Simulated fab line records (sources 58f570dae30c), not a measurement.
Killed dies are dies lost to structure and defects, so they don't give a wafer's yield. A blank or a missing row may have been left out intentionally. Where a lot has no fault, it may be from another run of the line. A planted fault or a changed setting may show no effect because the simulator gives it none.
Problem report in the 8D (eight disciplines) form, filled by code -- flow berkeley-cmos170 -- the parts of the form that need people (team, actions taken, sign-off) are left out

== 1. THE PROBLEM ==
WELLDRIVE_OXIDE_THK at UCB170_WELLDRIVE_THK_MEAS_02 reads a mean of 177 nm on 3 wafers of 1 lot; wafers without a fault read 204 nm with a standard deviation of 4.4. That puts it -6.1 standard deviations away from the usual mean.
The first sign was on wafer L765.2 at day 5 17:10, on film-metro-01. The record holds 39 wafers of 13 lots with a number at this step. Rule for "out" (also "out of limits"): further than 4 standard deviations from the usual mean. The other wafers with a number count as sound.

== 2. WHAT THIS IS AND IS NOT ==
question,is,is not
which readings at this step,WELLDRIVE_OXIDE_THK,-
which lots,L765,"L758, L759, L760, L761, L762, L763, L774, L775, L776, L777, L778, L779"
which wafers of those lots,all that have a number,-
read on which gauges,film-metro-01,"film-metro-02, film-metro-04"
when,from day 5 17:10,"up to then (18 sound wafers); but 18 sound wafers of L774, L775, L776, L777, L778, L779 came after"

== 3. SUSPECTS, AND WHAT RULES EACH OUT ==
Counting: a tool at any process step up to the reading remains a suspect when it ran all the lots that are out and ran no sound lot after the first of those.
- the gauge at UCB170_WELLDRIVE_THK_MEAS_02: kept. All the wafers that are out were read on film-metro-01, and no step on other tools shows them out.
- rie-diel-03 at UCB170_NWELL_ETCH_13 (etches Si3N4 in CH3F/Ar/O2, stops on SiO2, target depth 246.4 nm, time 154 s): ruled out as a lasting fault. Following L765 (day 4 03:57), the first lot on it that is out, the sound lots L777 were run on it.
- plasma-asher-04 at UCB170_PWELL_STRIP_16 (strips in O2): ruled out as a lasting fault. Following L765 (day 5 02:26), the first lot on it that is out, the sound lots L774, L776, L777, L778 were run on it.
- furnace-02 at UCB170_WELLDRIVE_OXIDATION_01 (target thk 199 nm, ox time 9341 s): kept. It ran the lot that is out, L765 (day 5 13:40), and no sound lot after that; its last sound lot up to then is L762 (day 4 14:22).
Remaining after the count are furnace-02 at UCB170_WELLDRIVE_OXIDATION_01 and film-metro-01 at UCB170_WELLDRIVE_THK_MEAS_02.

== 4. THE CAUSE (what the simulator had put in) ==
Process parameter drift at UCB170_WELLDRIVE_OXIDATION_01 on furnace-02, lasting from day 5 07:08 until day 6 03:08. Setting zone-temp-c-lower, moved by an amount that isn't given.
Counting leaves 2 suspects; this tool is one of them.

== 5. THE EFFECT CHAIN, in route order ==
Each row: a reading whose mean over the struck wafers that have a number lies more than 3 standard deviations from the usual. Readings are gone through only where the record gives a usual standard deviation; hours: the median, over the lots, of the time from a lot's start at the first step in this table giving one to that lot's start at this step; sigmas: the change measured in usual standard deviations.
hours,step,reading,usual,on struck wafers,change,sigmas
0,UCB170_WELLDRIVE_THK_MEAS_02,WELLDRIVE_OXIDE_THK,204 nm,177,-27,-6.1

== 6. HOW IT WOULD HAVE BEEN CAUGHT EARLIER ==
Counted from the fault's start at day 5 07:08, it took 10 hours until the first out-of-limits reading at a measuring or inspecting step in this record, taken at day 5 17:10.
The start of UCB170_WELLDRIVE_OXIDATION_01 on furnace-02 came by day 5 17:10 for every one of the lots that are out (1). Had the tool been put on hold then, not one of them would have been saved.
